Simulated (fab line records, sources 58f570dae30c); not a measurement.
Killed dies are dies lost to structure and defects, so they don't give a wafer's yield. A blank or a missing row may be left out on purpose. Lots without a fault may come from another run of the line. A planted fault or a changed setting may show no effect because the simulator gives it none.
One fault seen from 2 desks | flow berkeley_cmos170 | each desk has only its own numbers; what lay behind them comes last

THE TOOL OWNER'S DESK: pecvd-03
The tool's own readings at UCB170_V2_CVD_00 (deposits SiO2 from TEOS/O2, target thk 2000 nm, time 250 s): means of the sampled wafers that have a number, for each lot that ran on this tool. A lot is out of limits, marked OUT, if its mean lies more than 4 standard deviations from the usual mean; the brackets give that distance.
Columns: A = heater_power_w at UCB170_V2_CVD_00, usual 247 W; B = run_length_s at UCB170_V2_CVD_00, usual 277.7 s
lot  | first seen here | A   | B
L894 | day 8 07:56     | 187 | 277.2
L896 | day 8 19:20     | 282 | 277.2
L897 | day 9 15:47     | 237 | 277.5
L902 | day 9 19:56     | 266 | 277.8
L903 | day 10 10:02    | 205 | 277.7
L908 | day 10 18:49    | 233 | 277.4
L912 | day 11 14:25    | 220 | 286.5 (+14) OUT
L913 | day 11 23:19    | 273 | 286.2 (+14) OUT
This desk's finding: out of limits on L912, L913; first on L912, day 11 14:25 (run_length_s at UCB170_V2_CVD_00). In limits: L894, L896, L897, L902, L903, L908.

THE METROLOGY DESK
What the gauges read, lot by lot, whatever tool the lot ran on: means of the sampled wafers that have a number. A lot is out of limits, marked OUT, if its mean lies more than 4 standard deviations from the usual mean; the brackets give that distance.
Columns: A = V1_TEOS_THK at UCB170_V1_THK_MEAS_01, usual 1997 nm; B = V1_BOW at UCB170_V1_BOW_MEAS_03, usual 18 um; C = V2_TEOS_THK at UCB170_V2_THK_MEAS_01, usual 2010 nm
lot  | first seen here | A    | B  | C
L892 | day 7 14:28     | 2010 | 14 | 2018
L894 | day 8 00:35     | 1981 | 21 | 2028
L896 | day 8 12:56     | 1997 | 12 | 2003
L897 | day 9 08:38     | 1999 | 22 | 2019
L899 | day 9 08:38     | 1983 | 20 | 1989
L902 | day 9 12:59     | 2023 | 19 | 2025
L901 | day 9 13:02     | 2000 | 16 | 1984
L900 | day 9 13:06     | 2026 | 16 | 2016
L903 | day 10 04:03    | 1997 | 17 | 2020
L908 | day 10 13:34    | 1979 | 19 | 1990
L912 | day 11 07:25    | 1972 | 17 | 2078
L913 | day 11 17:11    | 1985 | 24 | 2079
L915 | day 11 17:12    | 1975 | 17 | 2010
L914 | day 11 17:16    | 1994 | 15 | 2018
This desk's finding: nothing out of limits on any of the 14 lots.

PUT TOGETHER
The tool owner's desk could have raised an alarm at day 11 14:25, on L912, L913.
The metrology desk saw nothing out of limits.
The metrology desk has L912, L913 on record, within its limits.
Of the lots named, all ran UCB170_V2_CVD_00 on pecvd-03.

WHAT THE SIMULATOR HAD PUT IN
Process parameter drift: pecvd-03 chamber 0, from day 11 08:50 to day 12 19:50, at UCB170_V2_CVD_00. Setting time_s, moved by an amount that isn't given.
Lots struck among those shown: L912, L913.
Hours from the fault's start to each desk's first reading out of limits: the tool owner's desk, 6.
